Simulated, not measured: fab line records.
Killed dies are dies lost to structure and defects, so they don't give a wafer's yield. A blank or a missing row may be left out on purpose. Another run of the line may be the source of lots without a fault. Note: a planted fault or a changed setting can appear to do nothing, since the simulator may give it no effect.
Lot-split experiment :: flow rit-cmos :: 5 lots, 23 wafers read, on a route of 202 steps

## SPLIT DETAILS
At RIT_NRETRO_COAT_01 (resist thk 1300 nm), the setting resist-thk-nm was moved away from the recipe's 1300 nm on 6 of the 23 wafers read, by +1.6% to +3.5%. The other wafers ran this setting at the recipe's value.

## FROM THE SPLIT TO THE READING: what the file shows between them, 3 steps
- RIT_NRETRO_SOFTBAKE_02: time 60 s
- RIT_NRETRO_EXPOSE_03: exposes mask M4, target cd 43900 nm
- RIT_NRETRO_DEVELOP_05: develop time 68 s

## THE READING
NOVOLAK_of_NRETRO_COAT_01.thk-nm (the simulator's own value, which no gauge read), in nm, at RIT_NRETRO_HARDBAKE_07 (time 120 s). There is no usual value for it anywhere in the file. Average 1135 nm, standard deviation 2.1 nm, over the 17 wafers here run with the recipe.

wafer: L076.1
tool, chamber at the split: litho-track-03, 0
resist-thk-nm as run, nm: 1300
against the recipe: recipe
NOVOLAK_of_NRETRO_COAT_01.thk-nm, nm: 1138
against lot-mates on the recipe: -

wafer: L076.2
tool, chamber at the split: litho-track-03, 0
resist-thk-nm as run, nm: 1321
against the recipe: +1.6%
NOVOLAK_of_NRETRO_COAT_01.thk-nm, nm: 1156
against lot-mates on the recipe: +20

wafer: L076.3
tool, chamber at the split: litho-track-03, 0
resist-thk-nm as run, nm: 1321
against the recipe: +1.6%
NOVOLAK_of_NRETRO_COAT_01.thk-nm, nm: 1156
against lot-mates on the recipe: +20

wafer: L076.5
tool, chamber at the split: litho-track-03, 0
resist-thk-nm as run, nm: 1321
against the recipe: +1.6%
NOVOLAK_of_NRETRO_COAT_01.thk-nm, nm: 1154
against lot-mates on the recipe: +18

wafer: L076.6
tool, chamber at the split: litho-track-03, 0
resist-thk-nm as run, nm: 1300
against the recipe: recipe
NOVOLAK_of_NRETRO_COAT_01.thk-nm, nm: 1135
against lot-mates on the recipe: -

wafer: L079.1
tool, chamber at the split: litho-track-03, 0
resist-thk-nm as run, nm: 1345
against the recipe: +3.5%
NOVOLAK_of_NRETRO_COAT_01.thk-nm, nm: 1172
against lot-mates on the recipe: +34

wafer: L079.2
tool, chamber at the split: litho-track-03, 0
resist-thk-nm as run, nm: 1300
against the recipe: recipe
NOVOLAK_of_NRETRO_COAT_01.thk-nm, nm: 1137
against lot-mates on the recipe: -

wafer: L079.3
tool, chamber at the split: litho-track-03, 0
resist-thk-nm as run, nm: 1345
against the recipe: +3.5%
NOVOLAK_of_NRETRO_COAT_01.thk-nm, nm: 1175
against lot-mates on the recipe: +37

wafer: L079.4
tool, chamber at the split: litho-track-03, 0
resist-thk-nm as run, nm: 1300
against the recipe: recipe
NOVOLAK_of_NRETRO_COAT_01.thk-nm, nm: 1139
against lot-mates on the recipe: -

wafer: L079.6
tool, chamber at the split: litho-track-03, 0
resist-thk-nm as run, nm: 1345
against the recipe: +3.5%
NOVOLAK_of_NRETRO_COAT_01.thk-nm, nm: 1179
against lot-mates on the recipe: +41

wafer: L082.1
tool, chamber at the split: litho-track-03, 0
resist-thk-nm as run, nm: 1300
against the recipe: recipe
NOVOLAK_of_NRETRO_COAT_01.thk-nm, nm: 1135
against lot-mates on the recipe: -

wafer: L082.4
tool, chamber at the split: litho-track-03, 0
resist-thk-nm as run, nm: 1300
against the recipe: recipe
NOVOLAK_of_NRETRO_COAT_01.thk-nm, nm: 1135
against lot-mates on the recipe: -

wafer: L082.2
tool, chamber at the split: litho-track-03, 0
resist-thk-nm as run, nm: 1300
against the recipe: recipe
NOVOLAK_of_NRETRO_COAT_01.thk-nm, nm: 1138
against lot-mates on the recipe: -

wafer: L082.3
tool, chamber at the split: litho-track-03, 0
resist-thk-nm as run, nm: 1300
against the recipe: recipe
NOVOLAK_of_NRETRO_COAT_01.thk-nm, nm: 1136
against lot-mates on the recipe: -

wafer: L082.6
tool, chamber at the split: litho-track-03, 0
resist-thk-nm as run, nm: 1300
against the recipe: recipe
NOVOLAK_of_NRETRO_COAT_01.thk-nm, nm: 1131
against lot-mates on the recipe: -

wafer: L084.1
tool, chamber at the split: litho-track-01, 0
resist-thk-nm as run, nm: 1300
against the recipe: recipe
NOVOLAK_of_NRETRO_COAT_01.thk-nm, nm: 1135
against lot-mates on the recipe: -

wafer: L084.3
tool, chamber at the split: litho-track-01, 0
resist-thk-nm as run, nm: 1300
against the recipe: recipe
NOVOLAK_of_NRETRO_COAT_01.thk-nm, nm: 1133
against lot-mates on the recipe: -

wafer: L084.4
tool, chamber at the split: litho-track-01, 0
resist-thk-nm as run, nm: 1300
against the recipe: recipe
NOVOLAK_of_NRETRO_COAT_01.thk-nm, nm: 1133
against lot-mates on the recipe: -

wafer: L084.6
tool, chamber at the split: litho-track-01, 0
resist-thk-nm as run, nm: 1300
against the recipe: recipe
NOVOLAK_of_NRETRO_COAT_01.thk-nm, nm: 1133
against lot-mates on the recipe: -

wafer: L084.5
tool, chamber at the split: litho-track-01, 0
resist-thk-nm as run, nm: 1300
against the recipe: recipe
NOVOLAK_of_NRETRO_COAT_01.thk-nm, nm: 1136
against lot-mates on the recipe: -

wafer: L085.1
tool, chamber at the split: litho-track-02, 0
resist-thk-nm as run, nm: 1300
against the recipe: recipe
NOVOLAK_of_NRETRO_COAT_01.thk-nm, nm: 1138
against lot-mates on the recipe: -

wafer: L085.5
tool, chamber at the split: litho-track-02, 0
resist-thk-nm as run, nm: 1300
against the recipe: recipe
NOVOLAK_of_NRETRO_COAT_01.thk-nm, nm: 1135
against lot-mates on the recipe: -

wafer: L085.6
tool, chamber at the split: litho-track-02, 0
resist-thk-nm as run, nm: 1300
against the recipe: recipe
NOVOLAK_of_NRETRO_COAT_01.thk-nm, nm: 1136
against lot-mates on the recipe: -

FIT RESULTS
A straight line over all 23 wafers: NOVOLAK_of_NRETRO_COAT_01.thk-nm changes by +11.6 nm for each +1% of resist-thk-nm; r = +0.99; the points scatter about the line by 2.2 nm.
The same after taking each lot's own level away (the mean of its wafers on the recipe; 23 wafers): +10.9 nm for each +1%; r = +0.99; scatter 1.9 nm.
That fit puts the effect of the largest move of resist-thk-nm on the reading at 38 nm.
The lots' own levels span 1134.0 to 1138.0 nm, that is 1.9 times the standard deviation above.
The two slopes are in agreement: the lot-to-lot level therefore moves the slope only a little.
Check: with one of the wafers moved furthest among these (+3.5%) left out of the fit, the line predicts +39.3 nm for it against its lot-mates. It came out at +34 nm against them.

## OTHER SPLITS ON THESE WAFERS
These wafers also went through other splits before the reading. Each is held against what the fit with the lots' levels taken away leaves over:
other split on the same wafers: RIT_ACTIVE_COAT_06 spin-rpm
wafers away from the commonest value: 11
r with NOVOLAK_of_NRETRO_COAT_01.thk-nm (lot level and that fit taken away): -0.22

other split on the same wafers: RIT_ACTIVE_SOFTBAKE_07 time-s
wafers away from the commonest value: 9
r with NOVOLAK_of_NRETRO_COAT_01.thk-nm (lot level and that fit taken away): +0.00

other split on the same wafers: RIT_FOX1_OXIDATION_00 temp-c
wafers away from the commonest value: 10
r with NOVOLAK_of_NRETRO_COAT_01.thk-nm (lot level and that fit taken away): +0.00

other split on the same wafers: RIT_PWELL_IMPLANT_08 energy-kev
wafers away from the commonest value: 8
r with NOVOLAK_of_NRETRO_COAT_01.thk-nm (lot level and that fit taken away): +0.20

## THE WHOLE CHAIN: every reading that the file lists as answering this split, in the file's order
step: RIT_NRETRO_COAT_01
what it does: resist thk 1300 nm
reading: NOVOLAK_of_NRETRO_COAT_01.thk-nm (the simulator's own value, which no gauge read)
change (the file's fit): +12.7 nm for each +1% of the setting
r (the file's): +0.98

step: RIT_NRETRO_HARDBAKE_07
what it does: time 120 s
reading: NOVOLAK_of_NRETRO_COAT_01.thk-nm (the simulator's own value, which no gauge read)
change (the file's fit): +10.9 nm for each +1% of the setting
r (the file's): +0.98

## THE FILE'S OWN FIT
NOVOLAK_of_NRETRO_COAT_01.thk-nm changes by +10.9 nm for each +1% of resist-thk-nm, r = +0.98.
